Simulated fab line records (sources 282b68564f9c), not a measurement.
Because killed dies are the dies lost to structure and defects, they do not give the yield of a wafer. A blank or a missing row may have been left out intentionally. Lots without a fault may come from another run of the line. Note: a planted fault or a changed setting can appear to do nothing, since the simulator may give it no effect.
fab line records	flow rit_cmos
record: lots: 6	wafers: 18	last_day: 7
route steps=202 shown NLDD@110 PLDD@114 SPACER@125 NSD@131 PSD@142 M1@202
lots that met no fault: from a run of the same line without faults
start_h: the number of hours between the record's first day and the start of the first shown wafer of the lot	wait_h: how many hours have passed since the lot's step before this one	" unchanged from the row above	L1.1+2: a row that stands for several wafers	- no value, or no start given	* or withheld: withheld	< > ~ a bound
route shown NAME@n: NAME is a module with steps in the file, n the number in the route of the first one	usual: the fault-free wafers' mean and standard deviation	same: alike in all rows	chamber/n: place in a boat	sites: per-site readings	_std_site: standard deviation across them	_edge_site: outer sites' mean less inner sites'	radius_mm: for every site, how far away it sits from the centre of the wafer	mask NAME#n: copy n	behind: the tool/chamber that last shaped the wafer	hold: why the lot went on hold/how many hours it stayed there/how the hold came to an end	device: the n, p or np transistor that did not switch	end of line: the tests these same wafers got at the end of their route	where a step has no rows: the recipe by itself	killed: not the wafer's yield, but the dies lost to structure and defects at the first sort	map: a wafer's dies, marking killed ones x, the rest . and places with no die _
set.NAME: the setting that was run; set.NAME@STEP: the one run at that earlier step	model.NAME: the simulator's own value behind a step, which no gauge read
lots at selected steps of the route; one table per step, one row per wafer
services: when a tool's chamber went out of use (start_h, in hours from the record's first day, below 0 if earlier), for how many hours, and the reason
== steps ==
step: RIT_NLDD_HARDBAKE_07
recipe: resist: NOVOLAK	temp_c: 140	time_s: 60
step: RIT_NLDD_IMPLANT_08
recipe: species: P	energy_kev: 20	dose_cm2: 5e+14	tilt_deg: 7
step: RIT_NLDD_STRIP_09
recipe: chemistry: O2	time_s: 180	resist: NOVOLAK	platen_temp_c: withheld	power_w: 500	pressure_mtorr: 4000	o2_flow_sccm: 4000
usual: drypump_motor_current_A: 5.6/0.49	o2_flow_sccm: 3999/12
lot.wafer	tool	chamber	start_h	wait_h	drypump_motor_current_A	o2_flow_sccm	rf_hours_counter_h
L999.2	plasma_asher-01	1	47.53	0.1	5.2	4004	17
L999.4	"	1	"	"	5.2	4000	-
L999.5	"	0	"	"	5.2	3995	-
L102.2	plasma_asher-03	1	61.34	0.1	5.7	4016	44
L102.5	"	0	"	"	6.7	3982	-
L102.6	"	1	"	"	5.7	4000	-
L117.3	plasma_asher-01	1	136.38	0.1	5.2	3986	-
L117.5	"	0	"	"	5.2	4002	-
L117.6	"	1	"	"	5.2	3997	-
L119.2	plasma_asher-01	0	146.95	0.1	5.2	3989	28
L119.4	"	0	"	"	5.2	3998	-
L119.5	"	0	"	"	5.2	3989	-
L120.2	plasma_asher-04	0	153.69	0.1	5.9	4003	4
L120.3	"	0	"	"	5.9	3989	-
L120.5	"	0	"	"	5.9	3981	-
L121.1	plasma_asher-03	0	158.05	0.1	6.7	3999	55
L121.3	"	1	"	"	5.7	3974	-
L121.5	"	0	"	"	6.7	4012	-
step: RIT_NLDD_TW_MEAS_10
usual: NLDD_TW: 2491/21
lot.wafer	tool	chamber	start_h	wait_h	NLDD_TW
L999.2	film_metro-03	-	47.72	0.1	2502
L999.4	"	-	"	"	2509
L999.5	"	-	"	"	2492
L102.2	film_metro-04	-	61.52	0.1	2476
L102.5	"	-	"	"	2473
L102.6	"	-	"	"	2482
L117.3	film_metro-04	-	136.52	0.1	2468
L117.5	"	-	"	"	2471
L117.6	"	-	"	"	2452
L119.2	film_metro-03	-	147.14	0.1	2496
L119.4	"	-	"	"	2493
L119.5	"	-	"	"	2495
L120.2	film_metro-04	-	153.87	0.1	2456
L120.3	"	-	"	"	2442
L120.5	"	-	"	"	2464
L121.1	film_metro-04	-	158.22	0.1	2465
L121.3	"	-	"	"	2468
L121.5	"	-	"	"	2469
step: RIT_PLDD_HMDS_00
recipe: prime_time_s: 60	prime_temp_c: 140
step: RIT_PLDD_COAT_01
recipe: resist: NOVOLAK	spin_rpm: 3250	resist_thk_nm: 1000
step: RIT_PLDD_SOFTBAKE_02
recipe: resist: NOVOLAK	temp_c: 90	time_s: 60
step: RIT_PLDD_EXPOSE_03
recipe: mask_id: M8	na: 0.57	target_cd_nm: 40900	dose_mj: 250
step: RIT_PLDD_PEB_04
recipe: resist: NOVOLAK	temp_c: withheld	time_s: withheld
step: RIT_PLDD_DEVELOP_05
recipe: resist: NOVOLAK	develop_time_s: 50	dev_temp_c: 23
step: RIT_PLDD_OVL_MEAS_06
usual: PLDD_OVL: 0.0/1.1
lot.wafer	tool	chamber	start_h	wait_h	PLDD_OVL[nm]
L999.2	overlay-02	-	48.62	-	-0.6
L999.4	"	-	"	"	0.8
L999.5	"	-	"	"	0.6
L102.2	overlay-02	-	62.43	-	-1.5
L102.5	"	-	"	"	-0.1
L102.6	"	-	"	"	0.6
L117.3	overlay-02	-	137.58	-	-0.4
L117.5	"	-	"	"	0.8
L117.6	"	-	"	"	-1.2
L119.2	overlay-01	-	148.17	-	0.0
L119.4	"	-	"	"	-0.1
L119.5	"	-	"	"	0.9
L120.2	overlay-02	-	154.91	-	1.0
L120.3	"	-	"	"	-0.3
L120.5	"	-	"	"	0.5
L121.1	overlay-01	-	159.13	-	-0.1
L121.3	"	-	"	"	1.4
L121.5	"	-	"	"	0.0
step: RIT_PLDD_HARDBAKE_07
recipe: resist: NOVOLAK	temp_c: 140	time_s: 60
step: RIT_PLDD_IMPLANT_08
recipe: species: BF2	energy_kev: 20	dose_cm2: 9e+14	tilt_deg: 7
usual: beam_energy_keV: 20.000/0.0055
lot.wafer	tool	chamber	start_h	wait_h	beam_energy_keV	model.implant.rp_nm	model.implant.drp_nm
L999.2	implanter-02	0	48.83	0.1	20.001	17.33	9.752
L999.4	"	0	"	"	20.001	17.33	9.752
L999.5	"	0	"	"	19.996	17.33	9.752
L102.2	implanter-03	0	62.63	0.1	19.999	16.96	9.752
L102.5	"	0	"	"	20.000	16.96	9.752
L102.6	"	0	"	"	20.002	16.96	9.752
L117.3	implanter-03	0	137.80	0.1	20.005	17.6	9.752
L117.5	"	0	"	"	19.997	17.6	9.752
L117.6	"	0	"	"	19.992	17.6	9.752
L119.2	implanter-02	0	148.37	0.1	25.998	21.29	11.73
L119.4	"	0	"	"	25.995	21.29	11.73
L119.5	"	0	"	"	26.003	21.29	11.73
L120.2	implanter-02	0	155.11	0.1	25.992	20.99	11.73
L120.3	"	0	"	"	25.995	20.99	11.73
L120.5	"	0	"	"	25.988	20.99	11.73
L121.1	implanter-03	0	159.32	0.1	19.998	17.79	9.752
L121.3	"	0	"	"	19.990	17.79	9.752
L121.5	"	0	"	"	20.001	17.79	9.752
step: RIT_PLDD_STRIP_09
recipe: chemistry: O2	time_s: 180	resist: NOVOLAK	platen_temp_c: withheld	power_w: 500	pressure_mtorr: 4000	o2_flow_sccm: 4000
usual: drypump_motor_current_A: 5.6/0.36	o2_flow_sccm: 4000/11
lot.wafer	tool	chamber	start_h	wait_h	drypump_motor_current_A	o2_flow_sccm	rf_hours_counter_h
L999.2	plasma_asher-04	0	48.95	0.1	5.9	3994	42
L999.4	"	1	"	"	5.7	3994	-
L999.5	"	1	"	"	5.7	4002	-
L102.2	plasma_asher-02	0	62.76	0.1	6.2	4001	45
L102.5	"	0	"	"	6.2	4005	-
L102.6	"	1	"	"	5.1	4012	-
L117.3	plasma_asher-04	1	137.96	0.1	5.7	4012	-
L117.5	"	1	"	"	5.7	4000	-
L117.6	"	0	"	"	5.9	4013	-
L119.2	plasma_asher-01	1	148.50	0.1	5.2	4017	28
L119.4	"	1	"	"	5.2	4025	-
L119.5	"	0	"	"	5.2	3997	-
L120.2	plasma_asher-02	0	155.24	0.1	6.2	3993	55
L120.3	"	0	"	"	6.2	4014	-
L120.5	"	0	"	"	6.2	3988	-
L121.1	plasma_asher-04	0	159.47	0.1	5.9	4004	4
L121.3	"	0	"	"	5.9	4019	-
L121.5	"	1	"	"	5.7	3983	-
step: RIT_PLDD_TW_MEAS_10
usual: PLDD_TW: 2345/23
lot.wafer	tool	chamber	start_h	wait_h	PLDD_TW
L999.2	film_metro-03	-	49.14	0.1	2358
L999.4	"	-	"	"	2358
L999.5	"	-	"	"	2363
L102.2	film_metro-01	-	62.94	0.1	2353
L102.5	"	-	"	"	2361
L102.6	"	-	"	"	2361
L117.3	film_metro-04	-	138.10	0.1	2299
L117.5	"	-	"	"	2313
L117.6	"	-	"	"	2322
L119.2	film_metro-03	-	148.68	0.1	2523
L119.4	"	-	"	"	2536
L119.5	"	-	"	"	2551
L120.2	film_metro-01	-	155.42	0.1	2540
L120.3	"	-	"	"	2543
L120.5	"	-	"	"	2537
L121.1	film_metro-04	-	159.64	0.1	2320
L121.3	"	-	"	"	2327
L121.5	"	-	"	"	2321
step: RIT_SPACER_CLEAN_00
recipe: chemistry: SC1	mix: 3:3:50	time_s: 600	temp_c: 75
step: RIT_SPACER_CLEAN_01
recipe: chemistry: dHF	dilution: 50:1	time_s: 30
step: RIT_SPACER_CLEAN_02
recipe: chemistry: SC2	mix: 3:3:50	time_s: 600	temp_c: 75	dry: n2_spin
step: RIT_SPACER_CVD_03
recipe: material: Si3N4	target_thk_nm: 250	temp_c: 810	precursor: SiH2Cl2/NH3	time_s: 3300	pressure_mtorr: 300	sih2cl2_flow_sccm: 60	nh3_flow_sccm: 150
step: RIT_SPACER_THK_MEAS_04
recipe: reads: Si3N4_of_SPACER_CVD_03
usual: SPACER_NITRIDE_THK: 251.3/2.3
lot.wafer	tool	chamber	start_h	wait_h	SPACER_NITRIDE_THK[nm]
L999.2	film_metro-04	-	51.48	0.0	249.2
L999.4	"	-	"	"	246.5
L999.5	"	-	"	"	249.7
L102.2	film_metro-04	-	65.29	0.0	254.9
L102.5	"	-	"	"	254.9
L102.6	"	-	"	"	254.4
L117.3	film_metro-02	-	140.44	0.0	255.7
L117.5	"	-	"	"	255.6
L117.6	"	-	"	"	256.3
L119.2	film_metro-04	-	151.06	0.0	253.3
L119.4	"	-	"	"	254.4
L119.5	"	-	"	"	253.9
L120.2	film_metro-01	-	157.97	0.0	250.6
L120.3	"	-	"	"	249.0
L120.5	"	-	"	"	250.3
L121.1	film_metro-04	-	161.99	0.0	249.8
L121.3	"	-	"	"	248.0
L121.5	"	-	"	"	247.2
step: RIT_SPACER_ETCHBACK_05
recipe: target_depth_a: 2500	SF6_flow_sccm: 30	CHF3_flow_sccm: 30	target: Si3N4	chemistry: SF6/CHF3	pressure_mtorr: 40	rf_w: 250	time_s: 240	stop_on: SiO2
usual: drypump_motor_current_A: 5.7/0.46	oes_product_au: 0.843/0.012	throttle_valve_pct: 10.24/0.15
lot.wafer	tool	chamber	start_h	wait_h	drypump_motor_current_A	oes_product_au	rf_hours_counter_h	throttle_valve_pct
L999.2	rie_diel-02	3	51.53	0.0	6.0	0.839	130	9.99
L999.4	"	2	"	"	5.8	0.835	57	10.22
L999.5	"	1	"	"	5.7	0.856	-	10.22
L102.2	rie_diel-02	0	65.34	0.0	5.4	0.843	93	9.98
L102.5	"	2	"	"	5.8	0.849	-	10.23
L102.6	"	3	"	"	6.0	0.858	-	9.99
L117.3	rie_diel-04	2	140.48	0.0	6.7	0.854	13	10.33
L117.5	"	0	"	"	6.1	0.855	-	10.38
L117.6	"	1	"	"	4.9	0.859	-	10.34
L119.2	rie_diel-02	2	151.11	0.0	5.8	0.850	59	10.23
L119.4	"	0	"	"	5.4	0.858	95	9.98
L119.5	"	0	"	"	5.4	0.846	-	9.96
L120.2	rie_diel-02	2	158.02	0.0	5.8	0.842	59	10.24
L120.3	"	1	"	"	5.7	0.851	90	10.23
L120.5	"	2	"	"	5.8	0.838	-	10.23
L121.1	rie_diel-01	1	162.05	0.1	6.4	0.830	0	10.38
L121.3	"	2	"	"	5.7	0.840	26	10.12
L121.5	"	1	"	"	6.4	0.829	-	10.37
step: RIT_NSD_HMDS_00
recipe: prime_time_s: 60	prime_temp_c: 140
step: RIT_NSD_COAT_01
recipe: resist: NOVOLAK	spin_rpm: 3250	resist_thk_nm: 1000
step: RIT_NSD_SOFTBAKE_02
recipe: resist: NOVOLAK	temp_c: 90	time_s: 60
step: RIT_NSD_EXPOSE_03
recipe: mask_id: M9	na: 0.57	target_cd_nm: 40700	dose_mj: 250
step: RIT_NSD_PEB_04
recipe: resist: NOVOLAK	temp_c: withheld	time_s: withheld
step: RIT_NSD_DEVELOP_05
recipe: resist: NOVOLAK	develop_time_s: 50	dev_temp_c: 23
step: RIT_NSD_OVL_MEAS_06
usual: NSD_OVL: 0.0/1.4
lot.wafer	tool	chamber	start_h	wait_h	NSD_OVL[nm]
L999.2	overlay-02	-	52.72	-	1.0
L999.4	"	-	"	"	-1.2
L999.5	"	-	"	"	-1.1
L102.2	overlay-01	-	66.47	-	-2.4
L102.5	"	-	"	"	0.3
L102.6	"	-	"	"	-1.4
L117.3	overlay-01	-	141.75	-	-2.1
L117.5	"	-	"	"	0.0
L117.6	"	-	"	"	-0.6
L119.2	overlay-02	-	152.24	-	-0.6
L119.4	"	-	"	"	-0.9
L119.5	"	-	"	"	1.2
L120.2	overlay-01	-	159.17	-	0.5
L120.3	"	-	"	"	-2.1
L120.5	"	-	"	"	-0.5
L121.1	overlay-02	-	163.25	-	0.2
L121.3	"	-	"	"	-0.4
L121.5	"	-	"	"	1.3
step: RIT_NSD_HARDBAKE_07
recipe: resist: NOVOLAK	temp_c: 140	time_s: 60
step: RIT_NSD_IMPLANT_08
recipe: species: P	energy_kev: 25	dose_cm2: 1e+15	tilt_deg: 7
step: RIT_NSD_STRIP_09
recipe: chemistry: O2	time_s: 180	resist: NOVOLAK	platen_temp_c: withheld	power_w: 500	pressure_mtorr: 4000	o2_flow_sccm: 4000
usual: drypump_motor_current_A: 5.8/0.59	o2_flow_sccm: 4003/12
lot.wafer	tool	chamber	start_h	wait_h	drypump_motor_current_A	o2_flow_sccm	rf_hours_counter_h
L999.2	plasma_asher-02	0	53.05	0.1	6.2	4021	44
L999.4	"	1	"	"	5.1	3991	-
L999.5	"	1	"	"	5.1	3972	-
L102.2	plasma_asher-03	1	66.80	0.1	5.7	3997	45
L102.5	"	0	"	"	6.7	4004	-
L102.6	"	1	"	"	5.7	3997	-
L117.3	plasma_asher-03	0	142.13	0.1	6.6	4004	-
L117.5	"	0	"	"	6.6	4018	-
L117.6	"	1	"	"	5.7	4003	-
L119.2	plasma_asher-01	1	152.57	0.1	5.2	4005	28
L119.4	"	1	"	"	5.2	3988	-
L119.5	"	1	"	"	5.2	4013	-
L120.2	plasma_asher-03	0	159.50	0.1	6.7	4029	55
L120.3	"	0	"	"	6.7	3997	-
L120.5	"	1	"	"	5.7	3993	-
L121.1	plasma_asher-01	1	163.59	0.1	5.2	4016	29
L121.3	"	0	"	"	5.2	3989	-
L121.5	"	0	"	"	5.2	4009	-
step: RIT_NSD_TW_MEAS_10
usual: NSD_TW: 3119/31
lot.wafer	tool	chamber	start_h	wait_h	NSD_TW
L999.2	film_metro-01	-	53.24	0.1	3110
L999.4	"	-	"	"	3135
L999.5	"	-	"	"	3132
L102.2	film_metro-01	-	66.98	0.1	3116
L102.5	"	-	"	"	3137
L102.6	"	-	"	"	3157
L117.3	film_metro-03	-	142.26	0.1	3137
L117.5	"	-	"	"	3125
L117.6	"	-	"	"	3130
L119.2	film_metro-04	-	152.75	0.1	3069
L119.4	"	-	"	"	3060
L119.5	"	-	"	"	3092
L120.2	film_metro-03	-	159.69	0.1	3141
L120.3	"	-	"	"	3132
L120.5	"	-	"	"	3123
L121.1	film_metro-04	-	163.76	0.1	3077
L121.3	"	-	"	"	3076
L121.5	"	-	"	"	3071
step: RIT_PSD_HMDS_00
recipe: prime_time_s: 60	prime_temp_c: 140
step: RIT_PSD_COAT_01
recipe: resist: NOVOLAK	spin_rpm: 3250	resist_thk_nm: 1000
step: RIT_PSD_SOFTBAKE_02
recipe: resist: NOVOLAK	temp_c: 90	time_s: 60
step: RIT_PSD_EXPOSE_03
recipe: mask_id: M10	na: 0.57	target_cd_nm: 40900	dose_mj: 250
step: RIT_PSD_PEB_04
recipe: resist: NOVOLAK	temp_c: withheld	time_s: withheld
step: RIT_PSD_DEVELOP_05
recipe: resist: NOVOLAK	develop_time_s: 50	dev_temp_c: 23
step: RIT_PSD_OVL_MEAS_06
usual: PSD_OVL: 0.1/1.2
lot.wafer	tool	chamber	start_h	wait_h	PSD_OVL[nm]
L999.2	overlay-02	-	54.27	-	1.9
L999.4	"	-	"	"	0.8
L999.5	"	-	"	"	1.6
L102.2	overlay-02	-	68.02	-	-0.1
L102.5	"	-	"	"	-0.7
L102.6	"	-	"	"	1.1
L117.3	overlay-02	-	143.17	-	1.8
L117.5	"	-	"	"	1.6
L117.6	"	-	"	"	-0.7
L119.2	overlay-02	-	153.79	-	0.6
L119.4	"	-	"	"	0.7
L119.5	"	-	"	"	1.6
L120.2	overlay-01	-	160.72	-	1.3
L120.3	"	-	"	"	2.5
L120.5	"	-	"	"	1.1
L121.1	overlay-02	-	164.67	-	0.8
L121.3	"	-	"	"	-0.4
L121.5	"	-	"	"	0.3
step: RIT_PSD_HARDBAKE_07
recipe: resist: NOVOLAK	temp_c: 140	time_s: 60
step: RIT_PSD_IMPLANT_08
recipe: species: BF2	energy_kev: 27	dose_cm2: 5e+15	tilt_deg: 7
step: RIT_PSD_STRIP_09
recipe: chemistry: O2	time_s: 180	resist: NOVOLAK	platen_temp_c: withheld	power_w: 500	pressure_mtorr: 4000	o2_flow_sccm: 4000
usual: drypump_motor_current_A: 5.8/0.49	o2_flow_sccm: 4003/13
lot.wafer	tool	chamber	start_h	wait_h	drypump_motor_current_A	o2_flow_sccm	rf_hours_counter_h
L999.2	plasma_asher-03	1	54.60	0.1	5.7	3995	44
L999.4	"	0	"	"	6.7	3991	-
L999.5	"	1	"	"	5.7	3991	-
L102.2	plasma_asher-04	0	68.35	0.1	5.9	4020	44
L102.5	"	0	"	"	5.9	4006	-
L102.6	"	1	"	"	5.7	4021	-
L117.3	plasma_asher-02	1	143.55	0.1	5.1	3975	-
L117.5	"	0	"	"	6.2	4018	-
L117.6	"	1	"	"	5.1	3989	-
L119.2	plasma_asher-03	1	154.12	0.1	5.7	4016	54
L119.4	"	1	"	"	5.7	4017	-
L119.5	"	1	"	"	5.7	4004	-
L120.2	plasma_asher-04	1	161.05	0.1	5.7	4011	4
L120.3	"	1	"	"	5.7	4013	-
L120.5	"	1	"	"	5.7	4024	-
L121.1	plasma_asher-02	1	165.02	0.1	5.2	3992	56
L121.3	"	1	"	"	5.1	3991	-
L121.5	"	0	"	"	6.2	3995	-
step: RIT_SDANNEAL_RS_MEAS_06
recipe: thk_meas_gauge: four-point-probe
usual: PLDD_RS: 178.6/0.53
lot.wafer	tool	chamber	start_h	wait_h	PLDD_RS[ohm/sq]
L999.2	film_metro-04	-	55.58	0.1	177.7
L999.4	"	-	"	"	177.1
L999.5	"	-	"	"	177.5
L102.2	film_metro-04	-	69.27	0.1	178.6
L102.5	"	-	"	"	178.0
L102.6	"	-	"	"	178.4
L117.3	film_metro-03	-	144.45	0.1	179.8
L117.5	"	-	"	"	179.7
L117.6	"	-	"	"	179.4
L119.2	film_metro-04	-	155.05	0.1	163.9
L119.4	"	-	"	"	163.7
L119.5	"	-	"	"	162.8
L120.2	film_metro-03	-	162.00	0.1	163.2
L120.3	"	-	"	"	163.3
L120.5	"	-	"	"	163.4
L121.1	film_metro-04	-	165.96	0.1	177.9
L121.3	"	-	"	"	179.0
L121.5	"	-	"	"	178.7
step: RIT_M1_PROBE_99
usual: killed_at_contacts: 0.1/0.26	killed_at_front_end: 7.5/2.8	killed_dies: 7.6/2.8	killed_open: 3.9/2.1	killed_short: 3.7/1.7
same: gross_dies: 264	killed_at_M0_to_M3: 0	killed_at_M4_up: 0	killed_at_back_side: 0	killed_at_other: 0
lot.wafer	tool	chamber	start_h	wait_h	killed_at_contacts	killed_at_front_end	killed_dies	killed_open	killed_short	model.etest.pmos_turned.r_on_ohm_um	model.etest.pmos_0p3.r_on_ohm_um	model.etest.pmos_0p15.r_on_ohm_um	model.etest.pldd.rs_ohm_sq	model.etest.pldd.line_ohm_um	model.etest.pmos_turned.drive_ua_um	model.etest.pmos_0p15.drive_ua_um	model.etest.pmos_narrow.drive_ua_um
L999.2	prober-02	-	62.74	0.1	0	6	6	3	3	3608	6525	2903	500.7	159.4	180.8	240.6	97.77
L999.4	prober-02	-	62.84	0.2	0	8	8	6	2	3563	6432	2888	508.2	159	181.6	241.6	99.43
L999.5	prober-02	-	62.89	0.2	0	7	7	5	2	3515	6507	2877	511.4	162	182.7	241.4	97.19
L102.2	prober-01	-	76.63	0.1	0	13	13	12	1	3731	6712	2979	550.1	172	167	230.6	93.82
L102.5	prober-01	-	76.78	0.2	0	5	5	2	3	3558	6550	2835	516.8	163	181.2	243.4	97.1
L102.6	prober-01	-	76.83	0.2	0	6	6	3	3	3555	6574	2847	512.5	161.6	182	244.7	97.8
L117.3	prober-02	-	151.71	0.2	0	6	6	4	2	3398	6235	2742	479	153.4	190	258	102.4
L117.5	prober-02	-	151.81	0.2	0	10	10	8	2	3451	6303	2767	476.7	150.9	191	254.7	99.18
L117.6	prober-02	-	151.86	0.2	0	9	9	3	6	3545	6298	2811	498.1	155.9	182.7	248.1	99.37
L119.2	prober-02	-	162.78	0.1	0	9	9	3	6	2858	5862	2304	326.3	101.5	241.4	310.7	111.3
L119.4	prober-02	-	162.88	0.2	0	6	6	2	4	2816	5730	2283	330.4	105.4	243.8	310.1	115.3
L119.5	prober-02	-	162.93	0.2	0	6	6	5	1	2753	5729	2278	324.7	100.8	246.7	314.5	112.4
L120.2	prober-01	-	169.53	0.1	0	12	12	6	5	2772	5820	2262	338.1	107.3	250	318.1	110
L120.3	prober-01	-	169.58	0.2	0	3	3	2	1	2818	5914	2274	343.2	110.2	240.8	317.7	108.2
L120.5	prober-01	-	169.68	0.2	0	11	11	6	5	2809	5780	2244	338.7	106.3	245.5	318.1	110.1
L121.1	prober-02	-	173.53	0.1	0	8	8	5	3	3363	6342	2774	440.2	138.6	196	254.2	100.2
L121.3	prober-02	-	173.63	0.2	0	7	7	3	4	3392	6384	2762	440.1	138.3	196.2	253.5	99.95
L121.5	prober-02	-	173.73	0.2	1	11	12	7	5	3400	6271	2776	443.1	138.6	195.5	255.4	101.1
killed by level:class
L999.2 GATE:geometric_particle:short=2 FOX1:geometric_particle:open=1 FOX1:geometric_particle:short=1 FOX2:geometric_particle:open=1 GATE:geometric_particle:open=1
L999.4 GATE:geometric_particle:open=3 FOX1:geometric_particle:short=2 FOX2:geometric_particle:open=2 REOX:geometric_particle:open=1
L999.5 GATE:geometric_particle:open=3 FOX1:geometric_particle:short=1 REOX:geometric_particle:short=1 SPACER:geometric_particle:open=1 SILICIDE:geometric_particle:open=1
L102.2 GATE:geometric_particle:open=5 FOX1:geometric_particle:open=2 SILICIDE:geometric_particle:open=2 ACTIVE:geometric_particle:open=1 REOX:geometric_particle:open=1 REOX:geometric_particle:short=1 SPACER:geometric_particle:open=1
L102.5 FOX2:geometric_particle:open=1 GATE:geometric_particle:short=1 REOX:geometric_particle:open=1 SPACER:geometric_particle:short=1 SILICIDE:geometric_particle:short=1
L102.6 GATE:geometric_particle:open=3 GATE:geometric_particle:short=2 FOX1:geometric_particle:short=1
L117.3 GATE:geometric_particle:open=2 FOX1:geometric_particle:short=1 FOX1:geometric_particle:open=1 GATE:geometric_particle:short=1 SPACER:geometric_particle:open=1
L117.5 FOX1:geometric_particle:open=3 GATE:geometric_particle:open=2 SPACER:geometric_particle:open=2 FOX2:geometric_particle:short=1 FOX2:geometric_particle:open=1 GATE:geometric_particle:short=1
L117.6 GATE:geometric_particle:short=2 SPACER:geometric_particle:short=2 FOX1:geometric_particle:short=1 FOX1:geometric_particle:open=1 GATE:geometric_particle:open=1 SPACER:geometric_particle:open=1 SILICIDE:geometric_particle:short=1
L119.2 GATE:geometric_particle:short=2 GATE:geometric_particle:open=2 REOX:geometric_particle:short=2 FOX1:geometric_particle:short=1 FOX2:geometric_particle:short=1 REOX:geometric_particle:open=1
L119.4 FOX2:geometric_particle:short=1 FOX2:geometric_particle:open=1 GATE:geometric_particle:short=1 REOX:geometric_particle:short=1 SILICIDE:geometric_particle:open=1 SILICIDE:geometric_particle:short=1
L119.5 GATE:geometric_particle:open=2 FOX2:geometric_particle:open=1 SILICIDE:geometric_particle:open=1 GATE:geometric_particle:short=1 REOX:geometric_particle:open=1
L120.2 FOX1:geometric_particle:open=2 GATE:geometric_particle:open=2 SPACER:geometric_particle:short=2 FOX1:geometric_particle:short=1 FOX2:geometric_particle:short=1 REOX:geometric_particle:short=1 SPACER:geometric_particle:open=1 SILICIDE:geometric_particle:open=1
L120.3 FOX1:geometric_particle:short=1 FOX1:geometric_particle:open=1 SPACER:geometric_particle:open=1
L120.5 FOX1:geometric_particle:open=2 GATE:geometric_particle:open=2 GATE:geometric_particle:short=2 FOX1:geometric_particle:short=1 FOX2:geometric_particle:short=1 REOX:geometric_particle:short=1 SPACER:geometric_particle:open=1 SILICIDE:geometric_particle:open=1
L121.1 GATE:geometric_particle:open=4 FOX2:geometric_particle:short=1 GATE:geometric_particle:short=1 SILICIDE:geometric_particle:open=1 SILICIDE:geometric_particle:short=1
L121.3 GATE:geometric_particle:open=3 GATE:geometric_particle:short=2 SILICIDE:geometric_particle:short=2
L121.5 SPACER:geometric_particle:open=3 GATE:geometric_particle:open=2 GATE:geometric_particle:short=2 FOX1:geometric_particle:short=1 REOX:geometric_particle:short=1 REOX:geometric_particle:open=1 SPACER:geometric_particle:short=1 CONTACT:geometric_particle:open=1
== services ==
tool	chamber	start_h	hours	kind
implanter-02	-	26.43	3.8	repair
implanter-02	-	57.03	3.3	repair
implanter-03	-	58.39	4.1	pm
rie_diel-02	2	59.42	3.3	repair
rie_diel-04	3	91.18	26.1	repair
plasma_asher-04	-	108.75	9.0	pm
plasma_asher-04	0	108.75	9.0	vent_cycle
plasma_asher-04	1	108.75	9.0	vent_cycle
plasma_asher-04	0	117.75	-	clean
plasma_asher-04	1	117.75	-	clean
rie_diel-04	3	123.26	11.2	repair
rie_diel-02	1	131.27	15.7	repair
plasma_asher-03	-	132.28	2.8	pm
rie_diel-01	1	136.59	-	clean
rie_diel-01	1	136.59	16.5	scheduled_down
rie_diel-01	1	136.59	16.5	vent_cycle
plasma_asher-01	-	137.26	4.1	repair
implanter-02	-	141.49	2.8	repair
rie_diel-01	3	151.22	2.0	repair
== key ==
first_sign: step: RIT_PLDD_IMPLANT_08	reading: beam_energy_keV	direction: up	sigmas: 99+	usual: 20.000	struck: 25.995
effect: step: RIT_PLDD_TW_MEAS_10	reading: PLDD_TW	direction: up	sigmas: 8.5	usual: 2345	struck: 2538
effect: step: RIT_SDANNEAL_RS_MEAS_06	reading: PLDD_RS	direction: down	sigmas: 29	usual: 178.6	struck: 163.4
model_effect: step: RIT_PLDD_IMPLANT_08	value: implant.rp_nm	without: 17.17	struck: 21.14
model_effect: step: RIT_M1_PROBE_99	value: etest.pmos_turned.r_on_ohm_um	without: 3341	struck: 2804
met_at RIT_PLDD_IMPLANT_08
struck_wafers L119.2,L119.4,L119.5,L120.2,L120.3,L120.5
tester_left_out L119,L120
onset_between 48.83 148.37
fault: kind: process_parameter_drift	tool: implanter-02	chamber: -	onset_h: 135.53	steps: RIT_PLDD_IMPLANT_08	channel: energy_kev	offset: 6	shape: step	end_h: 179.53	acts_in: these_recipes_only	stated: 20
tester_left_out: of these lots the tester's yield and bins aren't shown, on N5 and GAA mostly nor the transistor test; their killed dies are dies lost to structure and defects alone, not to doping, threshold or leakage, so they don't give the yield
